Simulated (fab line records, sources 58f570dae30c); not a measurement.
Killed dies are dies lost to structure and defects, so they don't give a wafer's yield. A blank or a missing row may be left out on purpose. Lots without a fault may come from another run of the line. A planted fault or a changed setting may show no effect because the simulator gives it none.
Which tool did it? | flow berkeley_cmos170 | 14 lots, 42 wafers sampled, at 4 steps of a route of 331

WHAT THE GAUGES READ, wafer by wafer
UCB170_PVT_OVL_MEAS_06. Usual: PVT_OVL 0 nm, standard deviation 6.1.
lot  | measured     | on         | PVT_OVL (nm) | flag
L296 | day 5 15:34  | overlay-02 | 1 4 -2       |
L295 | day 5 15:36  | overlay-02 | -5 3 2       |
L297 | day 6 05:49  | overlay-02 | -3 5 -7      |
L301 | day 7 04:28  | overlay-01 | 7 8 5        |
L302 | day 7 04:42  | overlay-02 | 1 2 5        |
L304 | day 7 12:15  | overlay-02 | -7 -1 2      |
L303 | day 7 12:32  | overlay-02 | -4 3 -5      |
L308 | day 8 09:47  | overlay-01 | -5 -12 -5    |
L310 | day 8 13:41  | overlay-02 | -6 1 -4      |
L311 | day 9 04:53  | overlay-01 | -7 -16 -3    |
L313 | day 9 05:10  | overlay-01 | -1 2 -2      |
L314 | day 9 14:24  | overlay-02 | -3 1 11      |
L316 | day 9 23:55  | overlay-01 | -4 0 -9      |
L318 | day 10 05:00 | overlay-02 | 6 3 13       |

UCB170_NLDD_CD_MEAS_06: target cd 1200 nm. Usual: cd_nm 1200.0 nm, standard deviation 1.3.
lot  | measured     | on        | cd_nm (nm)           | flag
L296 | day 6 10:51  | cd_sem-02 | 1199.9 1200.3 1200.8 |
L295 | day 6 10:38  | cd_sem-02 | 1200.1 1200.0 1201.6 |
L297 | day 7 01:17  | cd_sem-01 | 1201.4 1202.0 1200.1 |
L301 | day 7 20:02  | cd_sem-01 | 1199.5 1199.1 1199.8 |
L302 | day 7 20:17  | cd_sem-01 | 1199.8 1198.7 1200.0 |
L304 | day 8 02:37  | cd_sem-01 | 1202.2 1203.0 1203.5 |
L303 | day 8 01:56  | cd_sem-02 | 1201.9 1202.7 1202.7 |
L308 | day 9 00:11  | cd_sem-01 | 1200.8 1200.5 1201.2 |
L310 | day 9 06:40  | cd_sem-01 | 1197.7 1197.6 1197.6 |
L311 | day 9 23:38  | cd_sem-01 | 1198.3 1198.9 1198.1 |
L313 | day 9 23:50  | cd_sem-01 | 1198.8 1200.5 1200.1 |
L314 | day 10 03:41 | cd_sem-01 | 1199.9 1200.7 1199.0 |
L316 | day 10 18:58 | cd_sem-01 | 1200.9 1200.1 1200.8 |
L318 | day 10 23:47 | cd_sem-01 | 1198.7 1200.9 1199.8 |

UCB170_NLDD_OVL_MEAS_07. Usual: NLDD_OVL 3 nm, standard deviation 5.9.
lot  | measured     | on         | NLDD_OVL (nm) | flag
L296 | day 6 10:58  | overlay-01 | 7 3 5         |
L295 | day 6 10:44  | overlay-02 | 14 12 11      |
L297 | day 7 01:24  | overlay-02 | -5 -4 -3      |
L301 | day 7 20:07  | overlay-02 | 322 322 325   | OFF
L302 | day 7 20:25  | overlay-01 | 331 325 331   | OFF
L304 | day 8 02:44  | overlay-02 | 328 326 326   | OFF
L303 | day 8 02:02  | overlay-02 | 334 324 325   | OFF
L308 | day 9 00:19  | overlay-02 | 5 8 7         |
L310 | day 9 06:47  | overlay-01 | -5 -5 -4      |
L311 | day 9 23:44  | overlay-02 | 4 3 5         |
L313 | day 9 23:55  | overlay-02 | 4 2 6         |
L314 | day 10 03:46 | overlay-02 | -11 -12 -5    |
L316 | day 10 19:03 | overlay-02 | -1 -4 -8      |
L318 | day 10 23:53 | overlay-01 | 3 3 1         |

WHICH TOOL RAN EACH LOT (tool, then ch and the chambers of the sampled wafers, then the start)
lot  | UCB170_NLDD_EXPOSE_03
L296 | krf_scanner-02 ch 0, day 6 10:16
L295 | krf_scanner-02 ch 0, day 6 10:02
L297 | krf_scanner-01 ch 0, day 7 00:14
L301 | krf_scanner-02 ch 0, day 7 19:32
L302 | krf_scanner-02 ch 0, day 7 19:44
L304 | krf_scanner-02 ch 0, day 8 01:53
L303 | krf_scanner-02 ch 0, day 8 01:32
L308 | krf_scanner-01 ch 0, day 8 23:28
L310 | krf_scanner-01 ch 0, day 9 06:13
L311 | krf_scanner-01 ch 0, day 9 22:46
L313 | krf_scanner-01 ch 0, day 9 22:57
L314 | krf_scanner-01 ch 0, day 10 03:17
L316 | krf_scanner-01 ch 0, day 10 18:05
L318 | krf_scanner-01 ch 0, day 10 23:23
- UCB170_NLDD_EXPOSE_03: exposes mask NSELECT, target cd 1200 nm.

WHAT THE TOOLS THEMSELVES READ (means of the sampled wafers that have a number; where no wafer has one, the mark that the record gives instead)
The record holds no such reading with a usual standard deviation.

THE ANSWER, worked out from the rows above alone
Rule: a lot is off if the mean of its wafers that have a number lies more than 3 standard deviations from the usual mean. A lot without any number at a reading at which 4 lots or more have one is off too. The other lots that the step has rows for count as sound. The gauges are gone through in route order, then the tools' own readings, and for those a lot's mean is taken as printed above. The first step at which some lot is off is used, and at that step the reading that is off furthest; a lot without a number counts as furthest.
Off: L301, L302, L304, L303, at UCB170_NLDD_OVL_MEAS_07 (NLDD_OVL).
A tool fits if, at a process step before that reading, it ran every lot that is off, and no sound lot after the first of them. The gauges at UCB170_NLDD_OVL_MEAS_07 are tried like those tools. One fits: krf_scanner-02 at UCB170_NLDD_EXPOSE_03. Its last sound lot is L296 (day 6 10:16), its first lot that is off L301 (day 7 19:32): a fault that began between those two fits.

WHAT THE SIMULATOR HAD PUT IN
Scanner matching overlay: krf_scanner-02, from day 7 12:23 on, at UCB170_NLDD_EXPOSE_03. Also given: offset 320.
Lots struck among those shown: L301, L302, L304, L303. The rule above found the same.
